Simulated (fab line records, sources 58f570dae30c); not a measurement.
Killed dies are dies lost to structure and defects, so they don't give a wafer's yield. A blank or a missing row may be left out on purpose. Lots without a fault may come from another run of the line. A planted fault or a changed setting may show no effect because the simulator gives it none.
fab line records | flow berkeley_cmos170
record lots=5 wafers=15 last_day=11
route steps=331 shown BACKSIDE@200 SDANNEAL@204 PSD@206 NSD@207 PLDD@208 NLDD@209 SILICIDE@210 CONTACT@216
lots that met no fault: from a run of the same line without faults
start_h: hours from the record's first day to the start of the lot's first wafer shown | wait_h: hours since the lot's step before | " the same as in the row above | L1.1+2: a row that stands for several wafers | - no value, or no start given | * or withheld: withheld | < > ~ a bound
route shown NAME@n: a module of which the file shows steps, and the number in the route of the first | usual: mean/standard deviation of fault-free wafers | same: alike in all rows | chamber/n: place in a boat | sites: the reading at each site | _std_site: their standard deviation | _edge_site: outer sites' mean less inner sites' | radius_mm: how far each site lies from the wafer's centre | mask NAME#n: copy n | behind: the tool/chamber that last shaped the wafer | hold: why the lot was held/for how many hours/how that ended | device: the transistor (n, p or np) that didn't switch | end of line: the same wafers' tests at the end of the route | a step without rows: its recipe alone | killed: dies lost to structure and defects at the first sort, not the wafer's yield | map: a wafer's dies, x killed, . not, _ none there
set.NAME: the setting as run; set.NAME@STEP: as run at that earlier step | model.NAME: the simulator's own value behind a step, which no gauge read
lots at some steps of the route; a table a step, a row a wafer
services: from which hour (start_h, from the record's first day; less than 0 if before it) a tool's chamber was out of use, for how many hours, and why
## steps
# step UCB170_BACKSIDE_COAT_01
# recipe resist=KrF spin_rpm=1500 resist_thk_nm=900
# columns lot.wafer tool chamber start_h wait_h
L079.4+5+6 litho_track-04 0 172.30 0.1
L083.2+3+4 litho_track-03 0 186.24 0.1
L091.1+3+5 litho_track-02 0 225.61 0.1
L094.3+5+6 litho_track-03 0 244.33 0.1
L097.1+5+6 litho_track-02 0 244.36 0.1
# step UCB170_BACKSIDE_SOFTBAKE_02
# recipe resist=KrF temp_c=130 time_s=60
# columns lot.wafer tool chamber start_h wait_h
L079.4+5+6 litho_track-04 0 172.45 0.1
L083.2+3+4 litho_track-03 0 186.39 0.1
L091.1+3+5 litho_track-02 0 225.76 0.1
L094.3+5+6 litho_track-03 0 244.48 0.1
L097.1+5+6 litho_track-02 0 244.51 0.1
# step UCB170_BACKSIDE_STRIP_03
# recipe chemistry=O2 power_w=400 pressure_mtorr=3500 platen_temp_c=withheld o2_flow_sccm=400 overash_fraction=0.5
# usual drypump_motor_current_A=5.8/0.4 oes_product_au=0.734/0.0046 strip_time_to_endpoint_s=21.94/0.066
# same overash_fraction=0.5
# columns lot.wafer tool chamber start_h wait_h drypump_motor_current_A oes_product_au rf_hours_counter_h strip_time_to_endpoint_s
L079.4 plasma_asher-03 1 172.56 0.1 6.0 0.739 - 22.00
L079.5 " 0 " " 6.3 0.734 - 21.90
L079.6 " 1 " " 6.1 0.725 - 21.93
L083.2 plasma_asher-03 0 186.52 0.1 6.2 0.738 7 21.81
L083.3 " 0 " " 6.2 0.738 - 21.85
L083.4 " 1 " " 6.0 0.736 - 21.94
L091.1 plasma_asher-03 0 225.91 0.1 6.2 0.738 12 22.07
L091.3 " 1 " " 6.0 0.743 - 22.04
L091.5 " 1 " " 6.0 0.728 - 22.03
L094.3 plasma_asher-01 0 244.61 0.1 6.3 0.729 - 21.88
L094.5 " 0 " " 6.3 0.735 - 21.90
L094.6 " 1 " " 5.8 0.738 - 21.87
L097.1 plasma_asher-04 0 244.66 0.1 5.4 0.724 49 22.03
L097.5 " 0 " " 5.3 0.727 - 21.99
L097.6 " 1 " " 5.4 0.741 - 21.99
# step UCB170_BACKSIDE_CLEAN_04
# recipe chemistry=SPM temp_c=120 time_s=600
# columns lot.wafer tool chamber start_h wait_h
L079.4+5+6 wet_bench-01 0 172.62 0.0
L083.2+3+4 wet_bench-01 1 186.62 0.1
L091.1+3+5 wet_bench-03 0 226.10 0.2
L094.3+5+6 wet_bench-01 1 244.68 0.0
L097.1+5+6 wet_bench-01 2 244.85 0.2
# step UCB170_SDANNEAL_RTA_00
# recipe temp_c=900 time_s=10 ambient=N2
# usual anneal_temp_c_max=903.8/1 lamp_power_pct=28.3/3 wafer_temp_C_max=904.7/1.3
# columns lot.wafer tool chamber start_h wait_h anneal_temp_c_max lamp_power_pct wafer_temp_C_max
L079.4 rtp_anneal-01 0 172.83 0.0 903.5 25.3 903.3
L079.5 " 0 " " 904.7 25.4 903.5
L079.6 " 0 " " 903.5 25.4 902.9
L083.2 rtp_anneal-01 0 186.82 0.0 902.0 25.4 903.9
L083.3 " 0 " " 901.9 25.4 904.1
L083.4 " 0 " " 903.0 25.4 905.4
L091.1 rtp_anneal-02 0 226.28 0.0 904.3 31.3 904.5
L091.3 " 0 " " 904.6 31.3 906.0
L091.5 " 0 " " 904.6 31.3 904.6
L094.3 rtp_anneal-01 0 244.88 0.0 902.3 25.4 904.0
L094.5 " 0 " " 903.3 25.3 904.1
L094.6 " 0 " " 903.1 25.4 903.6
L097.1 rtp_anneal-02 0 245.03 0.0 904.4 31.3 906.3
L097.5 " 0 " " 905.5 31.3 907.6
L097.6 " 0 " " 904.2 31.3 906.4
# step UCB170_SDANNEAL_RTA_01
# recipe temp_c=1050 time_s=5 ambient=N2
# usual anneal_temp_c_max=1054.6/1 lamp_power_pct=44/4.6 wafer_temp_C_max=1055.2/1.7
# columns lot.wafer tool chamber start_h wait_h anneal_temp_c_max lamp_power_pct wafer_temp_C_max
L079.4 rtp_anneal-01 0 172.89 0.1 1053.3 39 1053.6
L079.5 " 0 " " 1053.8 39 1053.8
L079.6 " 0 " " 1054.4 39 1053.5
L083.2 rtp_anneal-01 0 186.89 0.1 1054.2 39 1054.0
L083.3 " 0 " " 1054.1 39 1053.9
L083.4 " 0 " " 1053.6 39 1055.6
L091.1 rtp_anneal-02 0 226.34 0.1 1053.0 48 1055.4
L091.3 " 0 " " 1057.4 48 1055.7
L091.5 " 0 " " 1056.9 48 1056.5
L094.3 rtp_anneal-01 0 244.94 0.1 1053.9 39 1053.4
L094.5 " 0 " " 1053.7 39 1053.0
L094.6 " 0 " " 1054.0 39 1053.1
L097.1 rtp_anneal-02 0 245.10 0.1 1054.1 48 1055.8
L097.5 " 0 " " 1056.4 48 1055.7
L097.6 " 0 " " 1055.8 48 1058.8
# step UCB170_SDANNEAL_RS_MEAS_02
# recipe thk_meas_gauge=four-point-probe
# usual PSD_RS=75.6/0.3
# columns lot.wafer tool chamber start_h wait_h PSD_RS[ohm/sq]
L079.4 film_metro-02 - 172.98 0.1 75.8
L079.5 " - " " 76.2
L079.6 " - " " 76.1
L083.2 film_metro-04 - 186.96 0.1 75.2
L083.3 " - " " 75.7
L083.4 " - " " 75.7
L091.1 film_metro-04 - 226.40 0.0 75.6
L091.3 " - " " 75.5
L091.5 " - " " 75.4
L094.3 film_metro-01 - 245.02 0.1 75.4
L094.5 " - " " 75.4
L094.6 " - " " 75.3
L097.1 film_metro-04 - 245.15 0.0 74.9
L097.5 " - " " 75.2
L097.6 " - " " 75.2
# step UCB170_SDANNEAL_RS_MEAS_03
# recipe thk_meas_gauge=four-point-probe
# usual NSD_RS=37.41/0.11
# columns lot.wafer tool chamber start_h wait_h NSD_RS[ohm/sq]
L079.4 film_metro-02 - 173.10 0.1 37.48
L079.5 " - " " 37.48
L079.6 " - " " 37.50
L083.2 film_metro-04 - 187.08 0.1 37.38
L083.3 " - " " 37.30
L083.4 " - " " 37.30
L091.1 film_metro-04 - 226.52 0.1 37.49
L091.3 " - " " 37.36
L091.5 " - " " 37.45
L094.3 film_metro-01 - 245.14 0.1 37.57
L094.5 " - " " 37.45
L094.6 " - " " 37.49
L097.1 film_metro-04 - 245.27 0.1 37.30
L097.5 " - " " 37.39
L097.6 " - " " 37.28
# step UCB170_SDANNEAL_RS_MEAS_04
# recipe thk_meas_gauge=four-point-probe
# usual PLDD_RS=1031.2/2.9
# columns lot.wafer tool chamber start_h wait_h PLDD_RS[ohm/sq]
L079.4 film_metro-02 - 173.22 0.1 1031.8
L079.5 " - " " 1031.1
L079.6 " - " " 1030.2
L083.2 film_metro-04 - 187.20 0.1 1028.4
L083.3 " - " " 1028.4
L083.4 " - " " 1028.3
L091.1 film_metro-04 - 226.64 0.1 1029.8
L091.3 " - " " 1030.0
L091.5 " - " " 1033.4
L094.3 film_metro-01 - 245.26 0.1 1034.4
L094.5 " - " " 1032.5
L094.6 " - " " 1031.3
L097.1 film_metro-04 - 245.39 0.1 1026.8
L097.5 " - " " 1030.9
L097.6 " - " " 1030.0
# step UCB170_SDANNEAL_RS_MEAS_05
# recipe thk_meas_gauge=four-point-probe
# usual NLDD_RS=620.5/1.6
# columns lot.wafer tool chamber start_h wait_h NLDD_RS[ohm/sq]
L079.4 film_metro-02 - 173.34 0.1 620.8
L079.5 " - " " 621.0
L079.6 " - " " 619.1
L083.2 film_metro-04 - 187.32 0.1 618.2
L083.3 " - " " 618.9
L083.4 " - " " 618.2
L091.1 film_metro-04 - 226.76 0.1 620.6
L091.3 " - " " 619.2
L091.5 " - " " 621.0
L094.3 film_metro-01 - 245.38 0.1 618.8
L094.5 " - " " 621.0
L094.6 " - " " 620.6
L097.1 film_metro-04 - 245.51 0.1 620.9
L097.5 " - " " 620.9
L097.6 " - " " 621.1
# step UCB170_SILICIDE_PRE_CLEAN_00
# recipe gas=Ar preclean_etch_time_s=60
# columns lot.wafer tool chamber start_h wait_h
L079.4+5+6 pvd_sputter-02 - 173.40 0.0
L083.2+3+4 pvd_sputter-03 - 187.42 0.1
L091.1+3+5 pvd_sputter-01 - 226.88 0.1
L094.3+5+6 pvd_sputter-01 - 245.46 0.1
L097.1+5+6 pvd_sputter-03 - 245.63 0.1
# step UCB170_SILICIDE_SPUTTER_01
# recipe material=Ti target_thk_nm=30 time_s=26.11 power_w=1500 chamber_pressure_pa=0.5
# usual cathode_dc_power_W=1500.0/0.28 throttle_valve_pct=30.1/1
# columns lot.wafer tool chamber start_h wait_h cathode_dc_power_W throttle_valve_pct
L079.4 pvd_sputter-02 - 173.47 0.0 1500.0 29.7
L079.5 " - " " 1500.2 30.2
L079.6 " - " " 1500.1 29.7
L083.2 pvd_sputter-03 - 187.48 0.0 1500.5 31.1
L083.3 " - " " 1500.1 30.0
L083.4 " - " " 1500.1 30.2
L091.1 pvd_sputter-01 - 226.95 0.0 1500.2 29.7
L091.3 " - " " 1499.7 28.0
L091.5 " - " " 1500.2 28.0
L094.3 pvd_sputter-01 - 245.53 0.0 1500.0 28.0
L094.5 " - " " 1500.1 29.8
L094.6 " - " " 1499.4 31.0
L097.1 pvd_sputter-03 - 245.70 0.0 1500.3 30.1
L097.5 " - " " 1499.6 30.9
L097.6 " - " " 1500.2 30.1
# step UCB170_SILICIDE_RS_MEAS_02
# recipe thk_meas_gauge=four-point-probe reads=Ti_of_SILICIDE_SPUTTER_01
# usual SILICIDE_TI_RS=24.6/0.33
# columns lot.wafer tool chamber start_h wait_h SILICIDE_TI_RS[ohm/sq]
L079.4 film_metro-04 - 173.56 0.1 24.4
L079.5 " - " " 24.6
L079.6 " - " " 24.5
L083.2 film_metro-03 - 187.53 0.0 24.9
L083.3 " - " " 24.7
L083.4 " - " " 24.7
L091.1 film_metro-01 - 226.98 0.0 24.7
L091.3 " - " " 24.0
L091.5 " - " " 24.1
L094.3 film_metro-03 - 245.60 0.1 24.5
L094.5 " - " " 25.0
L094.6 " - " " 25.1
L097.1 film_metro-04 - 245.73 0.0 24.9
L097.5 " - " " 25.1
L097.6 " - " " 25.0
# step UCB170_SILICIDE_THK_MEAS_03
# recipe thk_meas_gauge=xrf reads=Ti_of_SILICIDE_SPUTTER_01
# usual SILICIDE_TI_THK=31.4/0.4
# columns lot.wafer tool chamber start_h wait_h SILICIDE_TI_THK[nm]
L079.4 film_metro-04 - 173.65 0.1 31.6
L079.5 " - " " 31.6
L079.6 " - " " 31.6
L083.2 film_metro-03 - 187.64 0.1 31.1
L083.3 " - " " 31.0
L083.4 " - " " 31.3
L091.1 film_metro-01 - 227.10 0.1 31.3
L091.3 " - " " 32.0
L091.5 " - " " 31.9
L094.3 film_metro-03 - 245.70 0.1 31.5
L094.5 " - " " 31.0
L094.6 " - " " 30.9
L097.1 film_metro-04 - 245.85 0.1 31.3
L097.5 " - " " 31.1
L097.6 " - " " 30.9
# step UCB170_SILICIDE_RTA_04
# recipe temp_c=650 time_s=15 ambient=N2
# usual anneal_temp_c_max=652.7/0.75 lamp_power_pct=12.1/1.3 wafer_temp_C_max=653.3/1.1
# columns lot.wafer tool chamber start_h wait_h anneal_temp_c_max lamp_power_pct wafer_temp_C_max
L079.4 rtp_anneal-02 0 173.72 0.1 653.6 13.4 653.9
L079.5 " 0 " " 653.3 13.4 652.8
L079.6 " 0 " " 653.1 13.4 655.0
L083.2 rtp_anneal-01 0 187.70 0.1 652.4 10.9 652.4
L083.3 " 0 " " 653.0 10.9 652.4
L083.4 " 0 " " 653.2 10.9 652.2
L091.1 rtp_anneal-01 0 227.16 0.1 651.8 10.9 652.4
L091.3 " 0 " " 652.7 10.9 651.7
L091.5 " 0 " " 652.3 10.9 652.7
L094.3 rtp_anneal-02 0 245.76 0.1 652.2 13.4 654.0
L094.5 " 0 " " 653.6 13.4 653.3
L094.6 " 0 " " 653.2 13.4 654.6
L097.1 rtp_anneal-01 0 245.91 0.1 653.0 10.9 652.5
L097.5 " 0 " " 652.9 10.9 652.0
L097.6 " 0 " " 652.0 10.9 652.0
# step UCB170_SILICIDE_WET_ETCH_05
# recipe chemistry=SPM time_s=45 temp_c=120 target=Ti
# columns lot.wafer tool chamber start_h wait_h
L079.4+5+6 wet_bench-02 3 173.76 0.0
L083.2+3+4 wet_bench-01 0 187.77 0.1
L091.1+3+5 wet_bench-04 2 227.32 0.1
L094.3+5+6 wet_bench-01 3 245.81 0.0
L097.1+5+6 wet_bench-02 2 245.99 0.1
# step UCB170_CONTACT_CLEAN_00
# recipe chemistry=SPM temp_c=120 time_s=600
# columns lot.wafer tool chamber start_h wait_h
L079.4+5+6 wet_bench-02 0 173.78 0.0
L083.2+3+4 wet_bench-01 2 187.79 0.0
L091.1+3+5 wet_bench-04 2 227.35 0.0
L094.3+5+6 wet_bench-01 3 245.83 0.0
L097.1+5+6 wet_bench-01 2 246.01 0.0
# step UCB170_CONTACT_CVD_01
# recipe material=PSG target_thk_nm=700 temp_c=450 precursor=SiH4/O2/PH3 time_s=2820 pressure_mtorr=300 sih4_flow_sccm=60 o2_flow_sccm=90 ph3_flow_sccm=25
# usual zone_power_source_pct=7.3/0.44
# columns lot.wafer tool chamber start_h wait_h zone_power_source_pct
L079.4 lpcvd-01 0 173.95 0.0 7.9
L079.5 " 0 " " 7.9
L079.6 " 0 " " 8.0
L083.2 lpcvd-02 1 188.57 0.6 7.2
L083.3 " 1 " " 7.0
L083.4 " 1 " " 7.1
L091.1 lpcvd-01 1 227.57 0.0 7.0
L091.3 " 1 " " 6.9
L091.5 " 1 " " 7.1
L094.3 lpcvd-02 0 246.01 0.0 6.8
L094.5 " 0 " " 6.9
L094.6 " 0 " " 6.9
L097.1 lpcvd-01 0 247.20 1.0 8.0
L097.5 " 0 " " 7.8
L097.6 " 0 " " 7.9
# step UCB170_CONTACT_THK_MEAS_02
# recipe reads=PSG_of_CONTACT_CVD_01
# usual CONTACT_PSG_THK=698/6.5
# columns lot.wafer tool chamber start_h wait_h CONTACT_PSG_THK[nm]
L079.4 film_metro-02 - 175.76 0.0 687
L079.5 " - " " 691
L079.6 " - " " 696
L083.2 film_metro-02 - 191.26 0.0 700
L083.3 " - " " 695
L083.4 " - " " 696
L091.1 film_metro-03 - 229.35 0.0 701
L091.3 " - " " 696
L091.5 " - " " 693
L094.3 film_metro-04 - 247.82 0.0 695
L094.5 " - " " 695
L094.6 " - " " 692
L097.1 film_metro-04 - 248.98 0.0 702
L097.5 " - " " 699
L097.6 " - " " 695
# step UCB170_CONTACT_HMDS_03
# recipe prime_time_s=60 prime_temp_c=100
# columns lot.wafer tool chamber start_h wait_h
L079.4+5+6 litho_track-01 0 175.87 0.1
L083.2+3+4 litho_track-01 0 191.33 0.1
L091.1+3+5 litho_track-01 0 229.79 0.4
L094.3+5+6 litho_track-04 0 247.91 0.1
L097.1+5+6 litho_track-04 0 249.04 0.1
# step UCB170_CONTACT_COAT_04
# recipe resist=KrF spin_rpm=1500 resist_thk_nm=900
# columns lot.wafer tool chamber start_h wait_h
L079.4+5+6 litho_track-01 0 176.02 0.1
L083.2+3+4 litho_track-01 0 191.48 0.1
L091.1+3+5 litho_track-01 0 229.94 0.1
L094.3+5+6 litho_track-04 0 248.06 0.1
L097.1+5+6 litho_track-04 0 249.19 0.1
# step UCB170_CONTACT_SOFTBAKE_05
# recipe resist=KrF temp_c=130 time_s=60
# columns lot.wafer tool chamber start_h wait_h
L079.4+5+6 litho_track-01 0 176.17 0.1
L083.2+3+4 litho_track-01 0 191.63 0.1
L091.1+3+5 litho_track-01 0 230.09 0.1
L094.3+5+6 litho_track-04 0 248.21 0.1
L097.1+5+6 litho_track-04 0 249.34 0.1
# step UCB170_CONTACT_STRIP_06
# recipe chemistry=O2 power_w=400 pressure_mtorr=3500 platen_temp_c=withheld o2_flow_sccm=400 overash_fraction=0.5
# usual drypump_motor_current_A=5.7/0.36 oes_product_au=0.735/0.0049 strip_time_to_endpoint_s=21.91/0.054
# same overash_fraction=0.5
# columns lot.wafer tool chamber start_h wait_h drypump_motor_current_A oes_product_au rf_hours_counter_h strip_time_to_endpoint_s
L079.4 plasma_asher-04 0 176.28 0.1 5.3 0.736 - 21.86
L079.5 " 0 " " 5.3 0.731 - 21.84
L079.6 " 1 " " 5.4 0.733 - 21.88
L083.2 plasma_asher-02 0 191.76 0.1 6.1 0.737 48 21.95
L083.3 " 1 " " 5.8 0.728 - 21.91
L083.4 " 0 " " 6.1 0.725 - 21.90
L091.1 plasma_asher-04 0 230.24 0.1 5.3 0.734 47 21.80
L091.3 " 1 " " 5.4 0.734 - 21.81
L091.5 " 0 " " 5.3 0.736 - 21.86
L094.3 plasma_asher-04 1 248.34 0.1 5.4 0.730 - 21.83
L094.5 " 0 " " 5.2 0.733 - 21.87
L094.6 " 1 " " 5.4 0.738 - 21.84
L097.1 plasma_asher-02 0 249.49 0.1 6.1 0.739 55 21.91
L097.5 " 0 " " 6.1 0.730 - 21.93
L097.6 " 1 " " 5.8 0.736 - 21.93
# step UCB170_CONTACT_CLEAN_07
# recipe chemistry=SPM temp_c=120 time_s=600
# columns lot.wafer tool chamber start_h wait_h
L079.4+5+6 wet_bench-04 0 176.34 0.0
L083.2+3+4 wet_bench-01 3 191.86 0.1
L091.1+3+5 wet_bench-02 3 230.44 0.2
L094.3+5+6 wet_bench-04 1 249.34 1.0
L097.1+5+6 wet_bench-04 2 249.65 0.1
# step UCB170_CONTACT_RTA_08
# recipe temp_c=900 time_s=10 ambient=N2
# usual anneal_temp_c_max=903.8/0.95 lamp_power_pct=28.1/2.9 wafer_temp_C_max=904.5/1.4
# columns lot.wafer tool chamber start_h wait_h anneal_temp_c_max lamp_power_pct wafer_temp_C_max
L079.4 rtp_anneal-01 0 176.55 0.0 902.5 25.3 903.3
L079.5 " 0 " " 904.6 25.4 903.6
L079.6 " 0 " " 904.3 25.3 904.5
L083.2 rtp_anneal-01 0 192.04 0.0 902.7 25.3 902.4
L083.3 " 0 " " 904.4 25.4 902.9
L083.4 " 0 " " 903.0 25.4 903.9
L091.1 rtp_anneal-01 0 230.63 0.0 902.9 25.3 902.1
L091.3 " 0 " " 904.3 25.4 903.6
L091.5 " 0 " " 903.6 25.4 903.1
L094.3 rtp_anneal-01 0 249.53 0.0 903.7 25.4 904.1
L094.5 " 0 " " 903.7 25.4 903.5
L094.6 " 0 " " 903.1 25.3 903.6
L097.1 rtp_anneal-01 0 249.83 0.0 902.8 25.4 904.5
L097.5 " 0 " " 902.9 25.3 905.1
L097.6 " 0 " " 904.8 25.3 902.1
# step UCB170_CONTACT_COAT_09
# recipe resist=BARC temp_c=withheld time_s=withheld spin_rpm=3000 resist_thk_nm=withheld
# columns lot.wafer tool chamber start_h wait_h
L079.4+5+6 litho_track-01 0 176.71 0.1
L083.2+3+4 litho_track-04 0 192.12 0.1
L091.1+3+5 litho_track-01 0 230.97 0.3
L094.3+5+6 litho_track-04 0 249.63 0.1
L097.1+5+6 litho_track-04 0 250.03 0.2
# step UCB170_CONTACT_COAT_10
# recipe resist=KrF spin_rpm=1500 resist_thk_nm=900
# columns lot.wafer tool chamber start_h wait_h
L079.4+5+6 litho_track-01 0 - -
L083.2+3+4 litho_track-04 0 - -
L091.1+3+5 litho_track-01 0 - -
L094.3+5+6 litho_track-04 0 - -
L097.1+5+6 litho_track-04 0 - -
# step UCB170_CONTACT_SOFTBAKE_11
# recipe resist=KrF temp_c=130 time_s=60
# columns lot.wafer tool chamber start_h wait_h
L079.4+5+6 litho_track-01 0 - -
L083.2+3+4 litho_track-04 0 - -
L091.1+3+5 litho_track-01 0 - -
L094.3+5+6 litho_track-04 0 - -
L097.1+5+6 litho_track-04 0 - -
# step UCB170_CONTACT_EXPOSE_12
# recipe mask_id=CONT target_cd_nm=700 na=0.5 sigma_outer=0.6 source_shape=conventional dose_mj=35
# usual reticle_temp_C=23.01/0.1
# columns lot.wafer tool chamber start_h wait_h mask reticle_temp_C
L079.4 krf_scanner-02 0 177.14 - CONT#0 22.82
L079.5 " 0 " " CONT#0 22.89
L079.6 " 0 " " CONT#0 22.93
L083.2 krf_scanner-01 0 192.72 - CONT#0 22.83
L083.3 " 0 " " CONT#0 23.05
L083.4 " 0 " " CONT#0 22.90
L091.1 krf_scanner-01 0 231.42 - CONT#0 23.01
L091.3 " 0 " " CONT#0 23.02
L091.5 " 0 " " CONT#0 23.05
L094.3 krf_scanner-01 0 250.07 - CONT#0 23.30
L094.5 " 0 " " CONT#0 23.03
L094.6 " 0 " " CONT#0 23.08
L097.1 krf_scanner-02 0 250.60 - CONT#0 22.87
L097.5 " 0 " " CONT#0 22.96
L097.6 " 0 " " CONT#0 22.93
# step UCB170_CONTACT_PEB_13
# recipe peb_temp_c=130 peb_time_s=withheld resist=KrF
# columns lot.wafer tool chamber start_h wait_h
L079.4+5+6 litho_track-01 0 177.27 0.1
L083.2+3+4 litho_track-04 0 193.02 0.3
L091.1+3+5 litho_track-04 0 231.98 0.5
L094.3+5+6 litho_track-01 0 250.27 0.2
L097.1+5+6 litho_track-03 0 251.05 0.4
# step UCB170_CONTACT_DEVELOP_14
# recipe developer=TMAH develop_time_s=45 resist=KrF dev_temp_c=21
# columns lot.wafer tool chamber start_h wait_h
L079.4+5+6 litho_track-01 0 - -
L083.2+3+4 litho_track-04 0 - -
L091.1+3+5 litho_track-04 0 - -
L094.3+5+6 litho_track-01 0 - -
L097.1+5+6 litho_track-03 0 - -
# step UCB170_CONTACT_CD_MEAS_15
# recipe target_cd_nm=700
# usual cd_nm=700.0/1.5
# columns lot.wafer tool chamber start_h wait_h cd_nm
L079.4 cd_sem-02 - 177.53 - 700.3
L079.5 " - " " 698.2
L079.6 " - " " 699.2
L083.2 cd_sem-02 - 193.29 - 701.1
L083.3 " - " " 701.8
L083.4 " - " " 700.6
L091.1 cd_sem-02 - 232.25 - 701.2
L091.3 " - " " 701.0
L091.5 " - " " 700.8
L094.3 cd_sem-02 - 250.54 - 699.5
L094.5 " - " " 697.9
L094.6 " - " " 697.4
L097.1 cd_sem-02 - 251.33 - 697.3
L097.5 " - " " 697.7
L097.6 " - " " 696.8
# step UCB170_CONTACT_OVL_MEAS_16
# usual CONTACT_OVL=-2/6
# columns lot.wafer tool chamber start_h wait_h CONTACT_OVL[nm]
L079.4 overlay-02 - 177.61 0.1 -7
L079.5 " - " " -9
L079.6 " - " " -5
L083.2 overlay-02 - 193.40 0.1 -1
L083.3 " - " " -4
L083.4 " - " " 1
L091.1 overlay-01 - 232.37 0.1 -5
L091.3 " - " " -2
L091.5 " - " " -4
L094.3 overlay-01 - 250.63 0.1 -13
L094.5 " - " " -12
L094.6 " - " " -14
L097.1 overlay-01 - 251.45 0.1 0
L097.5 " - " " 0
L097.6 " - " " 0
# step UCB170_CONTACT_ETCH_17
# recipe chemistry=N2/H2 target_depth_a=withheld overetch_a=withheld target=BARC time_s=withheld source_w=500 bias_w=100 pressure_mtorr=30 n2_flow_sccm=100 h2_flow_sccm=200
# usual drypump_motor_current_A=5.83/0.28 oes_product_au=1.008/0.023 rf_fwd_power_W=494.8/1.8 throttle_valve_pct=13.24/0.16
# columns lot.wafer tool chamber start_h wait_h drypump_motor_current_A oes_product_au rf_fwd_power_W throttle_valve_pct
L079.4 rie_diel-02 1 177.63 0.0 5.69 0.992 495.8 13.18
L079.5 " 2 " " 5.76 0.980 491.3 13.26
L079.6 " 1 " " 5.68 0.984 496.1 13.16
L083.2 rie_diel-02 3 193.43 0.0 5.58 1.008 495.2 13.26
L083.3 " 0 " " 6.08 1.050 496.1 13.20
L083.4 " 1 " " 5.70 0.995 497.4 13.16
L091.1 rie_diel-02 2 232.41 0.0 5.74 0.969 492.8 13.23
L091.3 " 1 " " 5.68 0.983 495.9 13.16
L091.5 " 1 " " 5.68 0.992 497.8 13.16
L094.3 rie_diel-02 2 250.65 0.0 5.78 0.982 489.1 13.23
L094.5 " 0 " " 6.06 1.031 495.4 13.21
L094.6 " 3 " " 5.56 1.018 495.5 13.25
L097.1 rie_diel-03 0 251.48 0.0 5.59 1.023 492.4 13.07
L097.5 " 0 " " 5.58 1.037 492.5 13.08
L097.6 " 1 " " 6.18 0.990 493.3 13.12
# step UCB170_CONTACT_ETCH_18
# recipe chemistry=CHF3/CF4/Ar target=PSG stop_on=TiSi2 CHF3_flow_sccm=45 cf4_flow_sccm=15 Ar_flow_sccm=150 pressure_mtorr=200 rf_w=700 target_depth_a=8400 over_etch_frac=0.2 time_s=195
# usual drypump_motor_current_A=5.82/0.28 oes_product_au=0.895/0.015 rf_fwd_power_W=697.9/2.2 throttle_valve_pct=6.88/0.12
# columns lot.wafer tool chamber start_h wait_h drypump_motor_current_A oes_product_au rf_fwd_power_W rf_hours_counter_h throttle_valve_pct
L079.4 rie_diel-02 1 - - 5.69 0.875 698.4 11 6.81
L079.5 " 2 " " 5.79 0.866 695.8 - 6.88
L079.6 " 1 " " 5.69 0.876 698.5 - 6.80
L083.2 rie_diel-02 3 - - 5.55 0.907 703.0 70 6.86
L083.3 " 0 " " 6.05 0.909 699.9 45 6.91
L083.4 " 1 " " 5.68 0.868 700.5 12 6.79
L091.1 rie_diel-02 2 - - 5.75 0.887 695.6 23 6.89
L091.3 " 1 " " 5.68 0.878 697.7 15 6.78
L091.5 " 1 " " 5.71 0.870 697.2 - 6.79
L094.3 rie_diel-02 2 - - 5.80 0.874 692.7 24 6.88
L094.5 " 0 " " 6.05 0.910 698.1 - 6.90
L094.6 " 3 " " 5.53 0.895 699.1 - 6.85
L097.1 rie_diel-03 0 - - 5.57 0.895 697.4 95 6.80
L097.5 " 0 " " 5.59 0.902 698.9 - 6.81
L097.6 " 1 " " 6.20 0.887 699.5 - 6.76
# step UCB170_CONTACT_STRIP_19
# recipe chemistry=O2 power_w=400 pressure_mtorr=3500 platen_temp_c=withheld o2_flow_sccm=400 overash_fraction=0.5
# usual drypump_motor_current_A=5.8/0.35 oes_product_au=0.725/0.005
# same overash_fraction=0.5
# columns lot.wafer tool chamber start_h wait_h drypump_motor_current_A oes_product_au rf_hours_counter_h
L079.4 plasma_asher-01 1 177.83 - 5.8 0.721 -
L079.5 " 1 " " 5.8 0.715 -
L079.6 " 0 " " 6.3 0.731 -
L083.2 plasma_asher-04 1 193.60 - 5.4 0.730 43
L083.3 " 0 " " 5.4 0.723 -
L083.4 " 1 " " 5.4 0.735 -
L091.1 plasma_asher-04 0 232.57 - 5.3 0.720 47
L091.3 " 0 " " 5.3 0.725 -
L091.5 " 1 " " 5.4 0.718 -
L094.3 plasma_asher-02 0 250.85 - 6.1 0.727 -
L094.5 " 1 " " 5.7 0.733 -
L094.6 " 0 " " 6.1 0.723 -
L097.1 plasma_asher-01 0 251.65 - 6.3 0.724 57
L097.5 " 0 " " 6.2 0.730 -
L097.6 " 1 " " 5.7 0.721 -
# step UCB170_CONTACT_CD_MEAS_90
# recipe target_cd_nm=700
# usual cd_nm=700.2/1.6
# columns lot.wafer tool chamber start_h wait_h cd_nm
L079.4 cd_sem-02 - 177.96 0.1 700.3
L079.5 " - " " 697.2
L079.6 " - " " 698.5
L083.2 cd_sem-01 - 193.72 0.1 701.0
L083.3 " - " " 701.7
L083.4 " - " " 700.6
L091.1 cd_sem-01 - 232.67 0.1 701.3
L091.3 " - " " 700.6
L091.5 " - " " 700.5
L094.3 cd_sem-02 - 250.96 0.1 699.7
L094.5 " - " " 697.9
L094.6 " - " " 698.0
L097.1 cd_sem-01 - 251.82 0.1 697.3
L097.5 " - " " 698.2
L097.6 " - " " 697.9
# step UCB170_CONTACT_CLEAN_20
# recipe chemistry=SPM temp_c=120 time_s=600
# columns lot.wafer tool chamber start_h wait_h
L079.4+5+6 wet_bench-02 0 178.02 0.0
L083.2+3+4 wet_bench-01 2 193.82 0.1
L091.1+3+5 wet_bench-01 2 232.79 0.1
L094.3+5+6 wet_bench-04 3 251.04 0.1
L097.1+5+6 wet_bench-01 1 251.94 0.1
## services
# columns tool chamber start_h hours kind
krf_scanner-01 - 154.96 4.4 pm
krf_scanner-01 - 160.57 0.8 pm
krf_scanner-01 - 162.39 2.5 repair
krf_scanner-01 - 175.50 1.0 pm
rie_diel-03 1 179.32 9.4 repair
rie_diel-02 0 180.42 9.3 repair
krf_scanner-02 - 182.29 0.2 repair
krf_scanner-02 - 188.76 1.3 pm
krf_scanner-02 - 195.19 0.8 pm
rie_diel-02 0 202.64 1.3 repair
pvd_sputter-02 - 215.22 1.0 repair
rie_diel-03 0 216.14 1.8 repair
krf_scanner-02 - 223.14 0.5 repair
rie_diel-02 2 233.91 2.1 repair
rie_diel-02 1 235.18 3.6 repair
plasma_asher-01 - 235.89 4.4 repair
rie_diel-02 - 238.27 0.1 repair
pvd_sputter-02 - 245.74 7.2 repair
## key
fault none
